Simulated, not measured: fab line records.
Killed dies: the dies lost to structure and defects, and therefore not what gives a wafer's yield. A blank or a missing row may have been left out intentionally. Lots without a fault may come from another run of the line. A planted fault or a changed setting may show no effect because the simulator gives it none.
Which of the tools did it? || flow berkeley-cmos170 || Sampling: 14 lots, 42 wafers, 6 of 331 route steps

## WHAT THE GAUGES SHOWED, per wafer
UCB170_NSD_TW_MEAS_10.
{"lot": "L252", "measured": "day 7 16:26", "on": "film-metro-04", "NSD_TW": "4202 4222 4206"}
{"lot": "L254", "measured": "day 8 02:17", "on": "film-metro-03", "NSD_TW": "4154 4157 4152"}
{"lot": "L255", "measured": "day 8 18:05", "on": "film-metro-03", "NSD_TW": "4170 4157 4178"}
{"lot": "L256", "measured": "day 8 18:20", "on": "film-metro-04", "NSD_TW": "4182 4178 4178"}
{"lot": "L257", "measured": "day 9 03:10", "on": "film-metro-03", "NSD_TW": "4184 4178 4159"}
{"lot": "L258", "measured": "day 9 13:22", "on": "film-metro-03", "NSD_TW": "4165 4175 4164"}
{"lot": "L263", "measured": "day 10 04:40", "on": "film-metro-03", "NSD_TW": "4151 4144 4151"}
{"lot": "L267", "measured": "day 10 17:15", "on": "film-metro-03", "NSD_TW": "4150 4168 4163"}
{"lot": "L269", "measured": "day 11 15:31", "on": "film-metro-02", "NSD_TW": "4223 4195 4206"}
{"lot": "L272", "measured": "day 11 22:22", "on": "film-metro-02", "NSD_TW": "4217 4199 4197"}
{"lot": "L271", "measured": "day 11 22:40", "on": "film-metro-03", "NSD_TW": "4177 4159 4186"}
{"lot": "L274", "measured": "day 12 23:26", "on": "film-metro-02", "NSD_TW": "4201 4181 4224"}
{"lot": "L273", "measured": "day 12 23:34", "on": "film-metro-04", "NSD_TW": "4202 4186 4216"}
{"lot": "L275", "measured": "day 12 23:52", "on": "film-metro-02", "NSD_TW": "4203 4178 4191"}

UCB170_M1_RS_MEAS_01: measurement is done with a four-point probe.
{"lot": "L252", "measured": "day 8 00:08", "on": "film-metro-04", "M1_AL_RS (ohm/sq)": "0.0488 0.0500 0.0493"}
{"lot": "L254", "measured": "day 8 10:26", "on": "film-metro-04", "M1_AL_RS (ohm/sq)": "0.0485 0.0488 0.0480"}
{"lot": "L255", "measured": "day 9 01:54", "on": "film-metro-03", "M1_AL_RS (ohm/sq)": "0.0483 0.0487 0.0490"}
{"lot": "L256", "measured": "day 9 03:50", "on": "film-metro-03", "M1_AL_RS (ohm/sq)": "0.0480 0.0485 0.0481"}
{"lot": "L257", "measured": "day 9 10:53", "on": "film-metro-02", "M1_AL_RS (ohm/sq)": "0.0487 0.0482 0.0485"}
{"lot": "L258", "measured": "day 9 20:08", "on": "film-metro-02", "M1_AL_RS (ohm/sq)": "0.0488 0.0486 0.0488"}
{"lot": "L263", "measured": "day 10 13:02", "on": "film-metro-02", "M1_AL_RS (ohm/sq)": "- - -"}
{"lot": "L267", "measured": "day 10 23:40", "on": "film-metro-02", "M1_AL_RS (ohm/sq)": "- - -"}
{"lot": "L269", "measured": "day 11 22:52", "on": "film-metro-02", "M1_AL_RS (ohm/sq)": "0.0470 0.0480 0.0470"}
{"lot": "L272", "measured": "day 12 05:51", "on": "film-metro-02", "M1_AL_RS (ohm/sq)": "0.0495 0.0482 0.0499"}
{"lot": "L271", "measured": "day 12 05:18", "on": "film-metro-03", "M1_AL_RS (ohm/sq)": "0.0486 0.0487 0.0484"}
{"lot": "L274", "measured": "day 13 06:52", "on": "film-metro-04", "M1_AL_RS (ohm/sq)": "0.0479 0.0490 0.0484"}
{"lot": "L273", "measured": "day 13 07:14", "on": "film-metro-03", "M1_AL_RS (ohm/sq)": "0.0484 0.0484 0.0481"}
{"lot": "L275", "measured": "day 13 09:58", "on": "film-metro-03", "M1_AL_RS (ohm/sq)": "0.0489 0.0486 0.0486"}

UCB170_M1_THK_MEAS_02: measures by xrf.
{"lot": "L252", "measured": "day 8 00:15", "on": "film-metro-04", "M1_AL_THK (nm)": "584 575 584"}
{"lot": "L254", "measured": "day 8 10:33", "on": "film-metro-04", "M1_AL_THK (nm)": "592 588 596"}
{"lot": "L255", "measured": "day 9 02:01", "on": "film-metro-03", "M1_AL_THK (nm)": "600 593 587"}
{"lot": "L256", "measured": "day 9 03:56", "on": "film-metro-03", "M1_AL_THK (nm)": "602 598 601"}
{"lot": "L257", "measured": "day 9 11:00", "on": "film-metro-02", "M1_AL_THK (nm)": "591 598 594"}
{"lot": "L258", "measured": "day 9 20:15", "on": "film-metro-02", "M1_AL_THK (nm)": "588 593 588"}
{"lot": "L263", "measured": "day 10 13:09", "on": "film-metro-02", "M1_AL_THK (nm)": "<0 <0 <0"}
{"lot": "L267", "measured": "day 10 23:47", "on": "film-metro-02", "M1_AL_THK (nm)": "<0 <0 <0"}
{"lot": "L269", "measured": "day 11 22:58", "on": "film-metro-02", "M1_AL_THK (nm)": "613 601 610"}
{"lot": "L272", "measured": "day 12 05:58", "on": "film-metro-02", "M1_AL_THK (nm)": "581 598 577"}
{"lot": "L271", "measured": "day 12 05:24", "on": "film-metro-03", "M1_AL_THK (nm)": "598 596 602"}
{"lot": "L274", "measured": "day 13 06:58", "on": "film-metro-04", "M1_AL_THK (nm)": "602 595 597"}
{"lot": "L273", "measured": "day 13 07:20", "on": "film-metro-03", "M1_AL_THK (nm)": "600 597 603"}
{"lot": "L275", "measured": "day 13 10:04", "on": "film-metro-03", "M1_AL_THK (nm)": "593 597 593"}

## WHICH TOOL RAN EACH LOT (tool, then ch and the chambers of the sampled wafers, then the start)
{"lot": "L252", "UCB170_SDANNEAL_RTA_01": "rtp-anneal-01 ch 0, day 7 17:34", "UCB170_SILICIDE_SPUTTER_01": "pvd-sputter-03, day 7 18:10", "UCB170_M1_SPUTTER_00": "pvd-sputter-04, day 8 00:04"}
{"lot": "L254", "UCB170_SDANNEAL_RTA_01": "rtp-anneal-02 ch 0, day 8 03:19", "UCB170_SILICIDE_SPUTTER_01": "pvd-sputter-03, day 8 03:55", "UCB170_M1_SPUTTER_00": "pvd-sputter-04, day 8 10:22"}
{"lot": "L255", "UCB170_SDANNEAL_RTA_01": "rtp-anneal-02 ch 0, day 8 19:07", "UCB170_SILICIDE_SPUTTER_01": "pvd-sputter-01, day 8 19:43", "UCB170_M1_SPUTTER_00": "pvd-sputter-02, day 9 01:50"}
{"lot": "L256", "UCB170_SDANNEAL_RTA_01": "rtp-anneal-01 ch 0, day 8 19:26", "UCB170_SILICIDE_SPUTTER_01": "pvd-sputter-03, day 8 20:01", "UCB170_M1_SPUTTER_00": "pvd-sputter-01, day 9 03:45"}
{"lot": "L257", "UCB170_SDANNEAL_RTA_01": "rtp-anneal-02 ch 0, day 9 04:16", "UCB170_SILICIDE_SPUTTER_01": "pvd-sputter-02, day 9 04:52", "UCB170_M1_SPUTTER_00": "pvd-sputter-01, day 9 10:49"}
{"lot": "L258", "UCB170_SDANNEAL_RTA_01": "rtp-anneal-01 ch 0, day 9 14:34", "UCB170_SILICIDE_SPUTTER_01": "pvd-sputter-03, day 9 15:10", "UCB170_M1_SPUTTER_00": "pvd-sputter-01, day 9 20:04"}
{"lot": "L263", "UCB170_SDANNEAL_RTA_01": "rtp-anneal-01 ch 0, day 10 05:56", "UCB170_SILICIDE_SPUTTER_01": "pvd-sputter-03, day 10 06:32", "UCB170_M1_SPUTTER_00": "pvd-sputter-02, day 10 12:58"}
{"lot": "L267", "UCB170_SDANNEAL_RTA_01": "rtp-anneal-01 ch 0, day 10 18:17", "UCB170_SILICIDE_SPUTTER_01": "pvd-sputter-03, day 10 18:54", "UCB170_M1_SPUTTER_00": "pvd-sputter-01, day 10 23:37"}
{"lot": "L269", "UCB170_SDANNEAL_RTA_01": "rtp-anneal-01 ch 0, day 11 16:32", "UCB170_SILICIDE_SPUTTER_01": "pvd-sputter-01, day 11 17:08", "UCB170_M1_SPUTTER_00": "pvd-sputter-04, day 11 22:46"}
{"lot": "L272", "UCB170_SDANNEAL_RTA_01": "rtp-anneal-02 ch 0, day 11 23:28", "UCB170_SILICIDE_SPUTTER_01": "pvd-sputter-01, day 12 00:05", "UCB170_M1_SPUTTER_00": "pvd-sputter-04, day 12 05:47"}
{"lot": "L271", "UCB170_SDANNEAL_RTA_01": "rtp-anneal-01 ch 0, day 11 23:56", "UCB170_SILICIDE_SPUTTER_01": "pvd-sputter-02, day 12 00:32", "UCB170_M1_SPUTTER_00": "pvd-sputter-02, day 12 05:12"}
{"lot": "L274", "UCB170_SDANNEAL_RTA_01": "rtp-anneal-02 ch 0, day 13 00:29", "UCB170_SILICIDE_SPUTTER_01": "pvd-sputter-01, day 13 01:05", "UCB170_M1_SPUTTER_00": "pvd-sputter-04, day 13 06:47"}
{"lot": "L273", "UCB170_SDANNEAL_RTA_01": "rtp-anneal-01 ch 0, day 13 00:37", "UCB170_SILICIDE_SPUTTER_01": "pvd-sputter-03, day 13 01:13", "UCB170_M1_SPUTTER_00": "pvd-sputter-02, day 13 07:09"}
{"lot": "L275", "UCB170_SDANNEAL_RTA_01": "rtp-anneal-02 ch 0, day 13 00:55", "UCB170_SILICIDE_SPUTTER_01": "pvd-sputter-02, day 13 01:31", "UCB170_M1_SPUTTER_00": "pvd-sputter-01, day 13 09:52"}
- UCB170_SDANNEAL_RTA_01: time 5 s.
- UCB170_SILICIDE_SPUTTER_01: material Ti, target thk 30 nm, time 25 s.
- UCB170_M1_SPUTTER_00: material Al, target thk 600 nm, time 80 s.

## AS READ BY THE TOOLS THEMSELVES (means over the sampled wafers that have a number; for cases with no such wafer, the mark the record gives instead)
UCB170_SDANNEAL_RTA_01.
{"lot": "L252", "tool": "rtp-anneal-01", "lamp-power-pct (%)": 42.6, "wafer_temp_C_max": 1056.7}
{"lot": "L254", "tool": "rtp-anneal-02", "lamp-power-pct (%)": 45.9, "wafer_temp_C_max": 1056.0}
{"lot": "L255", "tool": "rtp-anneal-02", "lamp-power-pct (%)": 45.9, "wafer_temp_C_max": 1055.6}
{"lot": "L256", "tool": "rtp-anneal-01", "lamp-power-pct (%)": 42.6, "wafer_temp_C_max": 1057.5}
{"lot": "L257", "tool": "rtp-anneal-02", "lamp-power-pct (%)": 46.0, "wafer_temp_C_max": 1055.4}
{"lot": "L258", "tool": "rtp-anneal-01", "lamp-power-pct (%)": 42.5, "wafer_temp_C_max": 1056.2}
{"lot": "L263", "tool": "rtp-anneal-01", "lamp-power-pct (%)": 42.5, "wafer_temp_C_max": 1055.6}
{"lot": "L267", "tool": "rtp-anneal-01", "lamp-power-pct (%)": 42.6, "wafer_temp_C_max": 1057.1}
{"lot": "L269", "tool": "rtp-anneal-01", "lamp-power-pct (%)": 42.6, "wafer_temp_C_max": 1056.4}
{"lot": "L272", "tool": "rtp-anneal-02", "lamp-power-pct (%)": 45.8, "wafer_temp_C_max": 1056.4}
{"lot": "L271", "tool": "rtp-anneal-01", "lamp-power-pct (%)": 42.6, "wafer_temp_C_max": 1056.7}
{"lot": "L274", "tool": "rtp-anneal-02", "lamp-power-pct (%)": 45.9, "wafer_temp_C_max": 1056.2}
{"lot": "L273", "tool": "rtp-anneal-01", "lamp-power-pct (%)": 42.6, "wafer_temp_C_max": 1058.7}
{"lot": "L275", "tool": "rtp-anneal-02", "lamp-power-pct (%)": 45.9, "wafer_temp_C_max": 1056.4}

UCB170_SILICIDE_SPUTTER_01.
{"lot": "L252", "tool": "pvd-sputter-03", "cathode-dc-power-W (W)": 1500.1, "chamber-pressure-pa (Pa)": 0.4996, "throttle-valve-pct (%)": 31.8}
{"lot": "L254", "tool": "pvd-sputter-03", "cathode-dc-power-W (W)": 1500.0, "chamber-pressure-pa (Pa)": 0.4997, "throttle-valve-pct (%)": 30.5}
{"lot": "L255", "tool": "pvd-sputter-01", "cathode-dc-power-W (W)": 1500.1, "chamber-pressure-pa (Pa)": 0.5001, "throttle-valve-pct (%)": 29.3}
{"lot": "L256", "tool": "pvd-sputter-03", "cathode-dc-power-W (W)": 1500.0, "chamber-pressure-pa (Pa)": 0.5005, "throttle-valve-pct (%)": 29.5}
{"lot": "L257", "tool": "pvd-sputter-02", "cathode-dc-power-W (W)": 1499.9, "chamber-pressure-pa (Pa)": 0.5012, "throttle-valve-pct (%)": 29.6}
{"lot": "L258", "tool": "pvd-sputter-03", "cathode-dc-power-W (W)": 1500.0, "chamber-pressure-pa (Pa)": 0.4995, "throttle-valve-pct (%)": 30.3}
{"lot": "L263", "tool": "pvd-sputter-03", "cathode-dc-power-W (W)": 1499.9, "chamber-pressure-pa (Pa)": 0.4999, "throttle-valve-pct (%)": 30.4}
{"lot": "L267", "tool": "pvd-sputter-03", "cathode-dc-power-W (W)": 1499.8, "chamber-pressure-pa (Pa)": 0.5004, "throttle-valve-pct (%)": 30.9}
{"lot": "L269", "tool": "pvd-sputter-01", "cathode-dc-power-W (W)": 1499.7, "chamber-pressure-pa (Pa)": 0.5002, "throttle-valve-pct (%)": 30.0}
{"lot": "L272", "tool": "pvd-sputter-01", "cathode-dc-power-W (W)": 1500.2, "chamber-pressure-pa (Pa)": 0.4999, "throttle-valve-pct (%)": 30.0}
{"lot": "L271", "tool": "pvd-sputter-02", "cathode-dc-power-W (W)": 1499.8, "chamber-pressure-pa (Pa)": 0.4999, "throttle-valve-pct (%)": 28.9}
{"lot": "L274", "tool": "pvd-sputter-01", "cathode-dc-power-W (W)": 1500.0, "chamber-pressure-pa (Pa)": 0.4992, "throttle-valve-pct (%)": 29.5}
{"lot": "L273", "tool": "pvd-sputter-03", "cathode-dc-power-W (W)": 1499.8, "chamber-pressure-pa (Pa)": 0.4998, "throttle-valve-pct (%)": 31.0}
{"lot": "L275", "tool": "pvd-sputter-02", "cathode-dc-power-W (W)": 1499.9, "chamber-pressure-pa (Pa)": 0.4997, "throttle-valve-pct (%)": 29.7}

UCB170_M1_SPUTTER_00.
{"lot": "L252", "tool": "pvd-sputter-04", "cathode-dc-power-W (W)": 6000.4, "chamber-pressure-pa (Pa)": 0.5008, "throttle-valve-pct (%)": 29.5}
{"lot": "L254", "tool": "pvd-sputter-04", "cathode-dc-power-W (W)": 6000.0, "chamber-pressure-pa (Pa)": 0.5003, "throttle-valve-pct (%)": 29.6}
{"lot": "L255", "tool": "pvd-sputter-02", "cathode-dc-power-W (W)": 5999.9, "chamber-pressure-pa (Pa)": 0.4999, "throttle-valve-pct (%)": 29.9}
{"lot": "L256", "tool": "pvd-sputter-01", "cathode-dc-power-W (W)": 6000.8, "chamber-pressure-pa (Pa)": 0.5005, "throttle-valve-pct (%)": 29.2}
{"lot": "L257", "tool": "pvd-sputter-01", "cathode-dc-power-W (W)": 5999.2, "chamber-pressure-pa (Pa)": 0.5007, "throttle-valve-pct (%)": 29.5}
{"lot": "L258", "tool": "pvd-sputter-01", "cathode-dc-power-W (W)": 5999.9, "chamber-pressure-pa (Pa)": 0.5010, "throttle-valve-pct (%)": 28.7}
{"lot": "L263", "tool": "pvd-sputter-02", "cathode-dc-power-W (W)": "-", "chamber-pressure-pa (Pa)": "-", "throttle-valve-pct (%)": "-"}
{"lot": "L267", "tool": "pvd-sputter-01", "cathode-dc-power-W (W)": "-", "chamber-pressure-pa (Pa)": "-", "throttle-valve-pct (%)": "-"}
{"lot": "L269", "tool": "pvd-sputter-04", "cathode-dc-power-W (W)": 6000.1, "chamber-pressure-pa (Pa)": 0.4997, "throttle-valve-pct (%)": 30.5}
{"lot": "L272", "tool": "pvd-sputter-04", "cathode-dc-power-W (W)": 5998.7, "chamber-pressure-pa (Pa)": 0.5006, "throttle-valve-pct (%)": 30.1}
{"lot": "L271", "tool": "pvd-sputter-02", "cathode-dc-power-W (W)": 5999.3, "chamber-pressure-pa (Pa)": 0.5002, "throttle-valve-pct (%)": 29.9}
{"lot": "L274", "tool": "pvd-sputter-04", "cathode-dc-power-W (W)": 6000.5, "chamber-pressure-pa (Pa)": 0.5004, "throttle-valve-pct (%)": 29.7}
{"lot": "L273", "tool": "pvd-sputter-02", "cathode-dc-power-W (W)": 5999.3, "chamber-pressure-pa (Pa)": 0.4996, "throttle-valve-pct (%)": 30.0}
{"lot": "L275", "tool": "pvd-sputter-01", "cathode-dc-power-W (W)": 5999.5, "chamber-pressure-pa (Pa)": 0.5009, "throttle-valve-pct (%)": 29.9}

## THE ANSWER, worked out from the rows above alone
Rule: usual is defined by the lots themselves. Put in order of their means at a reading, lots are off if they are a third of the lots or fewer, leave a main group of 4 or more, and stand apart from it by a gap of 3 or more times the standard deviation of the main group's means; of several such gaps the widest counts. A main group whose means are all the same, to the digits that the tables above print for the reading, isn't used. Also off: a lot with no number at a reading for which 4 or more lots have one. All remaining lots with rows at the step are treated as sound. After the gauges, taken in route order, come the tools' own readings; for these a lot's mean is taken, as printed above. At the first step where some lot is off, the reading lying furthest off is the one used; lots without a number count as furthest.
Off: at UCB170_M1_RS_MEAS_01 (M1_AL_RS), L263, L267. Without a number there: L263, L267. For the main group the mean is 0.0485 ohm/sq and the standard deviation 0.00049.
If a tool, at a process step before that reading, ran all the lots that are off and no sound lot after the first of them, it fits. Not tried: the gauges at UCB170_M1_RS_MEAS_01; whatever is off there is also off at UCB170_M1_SPUTTER_00, on other tools, and gauge error can't account for it. Not one of the candidates tried fits.

## WHAT THE SIMULATOR HAD INSERTED
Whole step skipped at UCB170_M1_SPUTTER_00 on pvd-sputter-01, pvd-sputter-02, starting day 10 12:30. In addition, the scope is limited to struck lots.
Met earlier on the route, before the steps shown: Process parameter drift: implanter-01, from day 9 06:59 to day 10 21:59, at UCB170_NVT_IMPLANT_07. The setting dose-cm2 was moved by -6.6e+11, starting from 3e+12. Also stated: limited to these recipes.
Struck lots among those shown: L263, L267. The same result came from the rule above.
